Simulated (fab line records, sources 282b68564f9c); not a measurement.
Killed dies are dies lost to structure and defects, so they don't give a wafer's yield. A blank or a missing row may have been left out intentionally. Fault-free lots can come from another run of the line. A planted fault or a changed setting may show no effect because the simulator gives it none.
A struck lot beside a sound one	flow rit cmos	15 out of 202 route steps
Sound: the wafers L767.2, L767.3, L767.5. Wafers L769.3, L769.6 were the ones struck. The cause is given at the end.
Per side, at each step with rows, come the tool, then ch with its chambers, and then its first start. Under that, the readings that differ: sound wafers	struck wafers	difference of the means	sigmas: that difference in standard deviations of wafers without a fault.
alike: words and numbers the same on both sides, and readings whose means are apart by under 2 such deviations; not compared: readings that were withheld, readings missing a value for some wafer, numbers with overlapping values and no deviation given by the record, and bounds like >300 which may hide the same value.
The two part at a step that has a row with sigmas, a row that says differs or no value, or rows on one side only. When numbers do not overlap yet have no deviation, they are printed without sigmas and do not part them. A reading missing from all wafers of one side parts the sides only when that side holds two or more wafers.

RIT_M1_THK_MEAS_02: measures by xrf.
  sound on film metro-03, day 4 23:37; struck on film metro-03, day 5 23:44
  alike: M1_AL_THK
then, 6 steps without rows for these wafers: RIT_M1_HMDS_03 (prime time 60 s); RIT_M1_COAT_04 (resist thk 1300 nm); RIT_M1_SOFTBAKE_05 (time 60 s); RIT_M1_EXPOSE_06 (exposes mask M12, target cd 2600 nm); RIT_M1_PEB_07; RIT_M1_DEVELOP_08 (develop time 68 s).
RIT_M1_CD_MEAS_09: the cd target is 2600 nm.
  sound on cd sem-01, day 5 00:41; struck on cd sem-02, day 6 00:42
  alike: cd nm
RIT_M1_OVL_MEAS_10:
  sound on overlay-02, day 5 00:47; struck on overlay-01, day 6 00:47
  alike: M1_OVL
then, 1 step without rows for these wafers: RIT_M1_HARDBAKE_11 (time 120 s).
RIT_M1_METAL_ETCH_12: etches Al in Cl2/BCl3, stops on SiO2, time 171.1 s, target depth 600 nm.
  sound on rie metal-02 ch 0, day 5 01:04; struck on rie metal-04 ch 0, day 6 01:07
reading	sound	struck	difference	sigmas
oes product au (a.u.)	0.791 0.785 0.784	0.759 0.761	-0.027	-3
  alike: bcl3 flow sccm, drypump motor current A, throttle valve pct
  not compared: rf hours counter h
then, 1 step without rows for these wafers: RIT_M1_STRIP_13 (strips in nmp, time 600 s).
RIT_M1_STRIP_14: strips in O2, time 180 s.
  sound on plasma asher-02 ch 0,1, day 5 01:25; struck on plasma asher-02 ch 1, day 6 01:28
reading	sound	struck	difference	sigmas
run length s (s)	208.8 207.7 208.8	213.3 213.6	+5.0	+9
  alike: drypump motor current A
  not compared: rf hours counter h
RIT_M1_CD_MEAS_90: the cd target is 2600 nm.
  sound on cd sem-02, day 5 01:37; struck on cd sem-02, day 6 01:37
reading	sound	struck	difference	sigmas
cd nm (nm)	2605 2605 2608	2599 2596	-8	-3
RIT_M1_PROBE_99:
  sound on prober-01, day 5 03:23; struck on prober-01, day 6 03:25
reading	sound	struck	difference	sigmas
killed at front end	16 9 10	5 4	-7	-2
killed dies	16 9 10	5 4	-7	-2
  alike: killed open, killed short

## WHERE THEY PART
First at RIT_M1_METAL_ETCH_12; last, within this record, at RIT_M1_PROBE_99.

WHY: what the simulator had put in
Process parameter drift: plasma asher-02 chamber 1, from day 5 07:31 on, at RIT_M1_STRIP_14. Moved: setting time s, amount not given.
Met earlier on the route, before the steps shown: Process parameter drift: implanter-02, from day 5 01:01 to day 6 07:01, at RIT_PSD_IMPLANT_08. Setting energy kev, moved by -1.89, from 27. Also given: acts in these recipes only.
